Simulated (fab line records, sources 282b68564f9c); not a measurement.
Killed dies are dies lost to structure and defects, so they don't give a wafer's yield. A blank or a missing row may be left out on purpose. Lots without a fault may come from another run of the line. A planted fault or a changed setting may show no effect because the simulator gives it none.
A struck lot beside a sound one | flow rit_cmos | 30 steps out of a route of 202
Sound: wafers L478.3, L478.5, L478.6. Struck: wafers L475.3, L475.4, L475.6. The cause comes at the end.
At each step with rows: each side's tool, then ch and its chambers, then its first start. Under that, the readings that differ: sound wafers | struck wafers | difference of the means | sigmas: that difference in standard deviations of wafers without a fault.
alike: readings whose means differ by less than 2 such deviations, and words and numbers that are the same on both sides. not compared: withheld readings, readings that some wafer has no value for, bounds like >300 that may hide the same value, and numbers for which the record gives no deviation and whose values overlap.
The two part at a step that has a row with sigmas, a row that says differs or no value, or rows on one side only. Numbers that don't overlap but have no deviation are shown without sigmas and don't part them. A reading that every wafer of one side lacks parts them only if that side has two wafers or more.

RIT_FOX2_THK_MEAS_01:
  sound on film_metro-04, day 5 14:59; struck on film_metro-03, day 4 21:40
  reading             | sound       | struck      | difference | sigmas
  FOX2_OXIDE_THK (nm) | 362 361 355 | 341 342 343 | -17        | -3
then, 2 steps without rows for these wafers: RIT_FOX2_CLEAN_02 (cleans in dHF, time 180 s); RIT_FOX2_WET_ETCH_03 (etches Si3N4 in H3PO4, target depth 195 nm, time 2700 s).
RIT_FOX2_THK_MEAS_90:
  sound on film_metro-03, day 5 15:53; struck on film_metro-04, day 4 22:32
  reading                     | sound       | struck      | difference | sigmas
  FIELD_OXIDE_LEFT_1_THK (nm) | 335 334 328 | 314 315 316 | -17        | -3
then, 6 steps without rows for these wafers: RIT_NWELL_HMDS_00 (prime time 60 s); RIT_NWELL_COAT_01 (resist thk 1300 nm); RIT_NWELL_SOFTBAKE_02 (time 60 s); RIT_NWELL_EXPOSE_03 (exposes mask M2, target cd 43900 nm); RIT_NWELL_PEB_04; RIT_NWELL_DEVELOP_05 (develop time 68 s).
RIT_NWELL_OVL_MEAS_06:
  sound on overlay-02, day 5 16:56; struck on overlay-01, day 4 23:28
  alike: NWELL_OVL
then, 1 step without rows for these wafers: RIT_NWELL_HARDBAKE_07 (time 120 s).
RIT_NWELL_IMPLANT_08:
  sound on implanter-03 ch 0, day 5 17:16; struck on implanter-02 ch 0, day 4 23:52
  reading            | sound                         | struck                        | difference | sigmas
  dose_ions_cm2      | 4.994e+13 4.991e+13 5.005e+13 | 6.501e+13 6.494e+13 6.495e+13 | +1.500e+13 | +99 or more
  faraday_current_uA | 165 163 157                   | 203 199 203                   | +40        | +12
RIT_NWELL_STRIP_09: strips in O2, time 180 s.
  sound on plasma_asher-02 ch 0,1, day 5 17:25; struck on plasma_asher-04 ch 0,1, day 5 00:01
  alike: drypump_motor_current_A
  not compared: rf_hours_counter_h
RIT_NWELL_TW_MEAS_10:
  sound on film_metro-01, day 5 17:33; struck on film_metro-01, day 5 00:10
  reading  | sound          | struck         | difference | sigmas
  NWELL_TW | 2132 2137 2143 | 2318 2317 2319 | +181       | +19
then, 6 steps without rows for these wafers: RIT_PWELL_HMDS_00 (prime time 60 s); RIT_PWELL_COAT_01 (resist thk 1300 nm); RIT_PWELL_SOFTBAKE_02 (time 60 s); RIT_PWELL_EXPOSE_03 (exposes mask M3, target cd 43700 nm); RIT_PWELL_PEB_04; RIT_PWELL_DEVELOP_05 (develop time 68 s).
RIT_PWELL_OVL_MEAS_06:
  sound on overlay-01, day 5 18:29; struck on overlay-01, day 5 01:05
  alike: PWELL_OVL
then, 2 steps without rows for these wafers: RIT_PWELL_HARDBAKE_07 (time 120 s); RIT_PWELL_IMPLANT_08.
RIT_PWELL_STRIP_09: strips in O2, time 180 s.
  sound on plasma_asher-03 ch 0,1, day 5 18:58; struck on plasma_asher-04 ch 0,1, day 5 01:34
  alike: drypump_motor_current_A
  not compared: rf_hours_counter_h
RIT_PWELL_TW_MEAS_10:
  sound on film_metro-03, day 5 19:06; struck on film_metro-03, day 5 01:43
  alike: PWELL_TW
then, 1 step without rows for these wafers: RIT_WELLDRIVE_ANNEAL_00 (time 14700 s).
RIT_WELLDRIVE_RS_MEAS_01: measures by four-point-probe.
  sound on film_metro-02, day 6 00:26; struck on film_metro-01, day 5 08:03
  reading           | sound             | struck            | difference | sigmas
  NWELL_RS (ohm/sq) | 275.8 275.2 274.7 | 235.8 235.2 235.3 | -39.8      | -44
RIT_WELLDRIVE_RS_MEAS_02: measures by four-point-probe.
  sound on film_metro-02, day 6 00:33; struck on film_metro-01, day 5 08:10
  alike: PWELL_RS
RIT_M1_PROBE_99:
  sound on prober-02, day 7 08:40; struck on prober-01, day 6 13:27
  reading                                 | sound             | struck            | difference | sigmas
  model.etest.nwell_pinched.rs_ohm_sq     | 342.8 335.4 337.9 | 286 281.6 284.9   | -55        |
  model.etest.well_edge_right.line_ohm_um | 184.2 182.3 184   | 154 152.6 153.8   | -30        |
  model.etest.well_edge_left.line_ohm_um  | 184.4 184 182.5   | 152.7 151.7 153.8 | -30.9      |
  model.etest.pmos_turned.drive_ua_um     | 189.4 188.4 193.9 | 179.6 177.7 182.5 | -10.6      |
  alike: killed_at_contacts, killed_at_front_end, killed_dies, killed_open, killed_short
  not compared: model.etest.pmos_0p3.r_on_ohm_um, model.etest.pmos_turned.r_on_ohm_um, model.etest.pmos_0p15.drive_ua_um, model.etest.pmos_0p3.drive_ua_um

WHERE THEY PART
First at RIT_FOX2_THK_MEAS_01; last, within this record, at RIT_WELLDRIVE_RS_MEAS_01. Later steps at which nothing parts them and some readings are alike: RIT_WELLDRIVE_RS_MEAS_02, RIT_M1_PROBE_99.

WHY: what the simulator had put in
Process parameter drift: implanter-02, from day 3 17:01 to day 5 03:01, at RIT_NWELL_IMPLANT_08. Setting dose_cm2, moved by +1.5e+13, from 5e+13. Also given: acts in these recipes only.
